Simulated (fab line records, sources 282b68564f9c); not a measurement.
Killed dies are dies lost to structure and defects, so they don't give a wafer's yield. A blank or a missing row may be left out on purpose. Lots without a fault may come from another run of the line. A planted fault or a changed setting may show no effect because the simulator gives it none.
Problem report in the 8D (eight disciplines) form, filled by code | flow rit_cmos | the parts of the form that need people (team, actions taken, sign-off) are left out

1. THE PROBLEM
run_length_s at RIT_NSD_SOFTBAKE_02 reads a mean of 91.44 s on 6 wafers of 2 lots; wafers without a fault read 89.12 s with a standard deviation of 0.14. That is +17 standard deviations from the usual mean.
The step: time 60 s.
First seen on wafer L818.2, day 6 06:20, on litho_track-02. The record holds 42 wafers of 14 lots with a number at this step. Rule for "out", or "out of limits": more than 4 standard deviations from the usual mean. The other wafers with a number count as sound.

2. WHAT IT IS AND WHAT IT IS NOT
question                    | is                     | is not
which readings at this step | run_length_s           | exhaust_pa, plate_temp_C
which lots                  | L818, L819             | L803, L804, L805, L806, L807, L808, L810, L811, L814, L817, L823, L825
which wafers of those lots  | all that have a number | -
read on which tools         | litho_track-02         | litho_track-01, litho_track-03
when                        | from day 6 06:20       | up to then (30 sound wafers); but 6 sound wafers of L823, L825 came after

3. SUSPECTS, AND WHAT RULES EACH OUT
Counting: a tool at a process step up to the reading stays a suspect if it ran every lot that is out and no sound lot after the first of them.
- litho_track-02 at RIT_NSD_SOFTBAKE_02 (time 60 s): kept. It ran every lot that is out, first L818 (day 6 06:20), and no sound lot after that; its last sound lot up to then is L808 (day 4 01:10). Its own readings are out on those wafers: run_length_s.
Left after counting: litho_track-02 at RIT_NSD_SOFTBAKE_02.

4. THE CAUSE (what the simulator had put in)
Process parameter drift: litho_track-02, from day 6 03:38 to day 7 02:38, at RIT_NSD_SOFTBAKE_02. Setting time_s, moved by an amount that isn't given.
Counting left only this tool.

5. THE CHAIN OF EFFECTS, in route order
Each row: a reading whose mean over the struck wafers that have a number lies more than 3 standard deviations from the usual. Only readings for which the record gives a usual standard deviation are gone through. hours: the time from each lot's start at the first step in this table that gives one to its start at this step, as a median over the lots. sigmas: the change in usual standard deviations.
hours | step                | reading      | usual   | on struck wafers | change | sigmas
0     | RIT_NSD_SOFTBAKE_02 | run_length_s | 89.12 s | 91.44            | +2.32  | +17
The process steps in it:
- RIT_NSD_SOFTBAKE_02: time 60 s.

6. WHAT WOULD HAVE CAUGHT IT SOONER
In this record the first reading out of limits was taken at day 6 06:20, 3 hours after the fault began at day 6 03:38.
